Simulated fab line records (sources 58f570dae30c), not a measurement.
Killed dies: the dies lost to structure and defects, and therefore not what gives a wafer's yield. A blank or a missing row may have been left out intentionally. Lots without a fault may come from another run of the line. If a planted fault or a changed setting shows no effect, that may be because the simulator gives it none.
2 desks looking at one fault ; flow berkeley_cmos170 ; only its own numbers are on each desk; what lay behind them is given at the end

THE TOOL OWNER'S DESK: litho_track-02
The tool's own readings at UCB170_NWELL_COAT_07 (resist thk 900 nm): means of the sampled wafers that have a number, for each lot that ran on this tool. A lot is out of limits, marked OUT, if its mean lies more than 4 standard deviations from the usual mean; the brackets give that distance.
Columns: A = spin_speed_rpm at UCB170_NWELL_COAT_07, usual 1500.2 rpm
lot;first seen here;A
L415;day 2 22:58;1499.6
L420;day 3 23:26;1500.4
L423;day 4 19:43;1438.7 (-56) OUT
L424;day 4 20:10;1439.9 (-55) OUT
This desk's finding: out of limits on L423, L424; first on L423, day 4 19:43 (spin_speed_rpm at UCB170_NWELL_COAT_07). L415, L420 stayed within limits.

AT THE METROLOGY DESK
What the gauges read, lot by lot, whatever tool the lot ran on: means of the sampled wafers that have a number. A lot is out of limits, marked OUT, if its mean lies more than 4 standard deviations from the usual mean; the brackets give that distance.
Columns: A = ACTIVE_OXIDE_THK at UCB170_ACTIVE_THK_MEAS_03, usual 26.4 nm; B = cd_nm at UCB170_ACTIVE_CD_MEAS_13, usual 1199.6 nm
lot;first seen here;A;B
L414;day 4 20:52;26.9;1197.9
L415;day 4 20:53;26.0;1200.2
L416;day 4 20:53;27.0;1199.2
L418;day 5 08:14;26.8;1197.5
L420;day 6 02:35;26.0;1200.0
L423;day 6 15:17;26.7;1198.9
L424;day 6 15:17;26.5;1201.6
L422;day 7 04:04;26.5;1202.3
L429;day 7 20:34;26.8;1199.0
L430;day 7 20:34;26.6;1198.9
L431;day 8 04:47;26.4;1198.5
L435;day 8 16:54;26.4;1202.0
L432;day 8 16:58;26.1;1201.4
L436;day 9 08:11;26.3;1201.2
This desk's verdict: no lot among the 14 shows anything out of limits.

PUT TOGETHER
At day 4 19:43, on L423, L424, the tool owner's desk was in a position to raise an alarm.
Nothing out of limits was seen by the metrology desk.
The metrology desk holds a record of L423, L424, inside its limits.
Every lot named ran UCB170_NWELL_COAT_07 on litho_track-02.

WHAT THE SIMULATOR HAD INSERTED
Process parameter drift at UCB170_NWELL_COAT_07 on litho_track-02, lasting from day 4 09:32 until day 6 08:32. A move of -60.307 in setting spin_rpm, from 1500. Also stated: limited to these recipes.
Lots struck among those shown: L423, L424.
Hours from the fault's start to each desk's first reading out of limits: the tool owner's desk, 10.
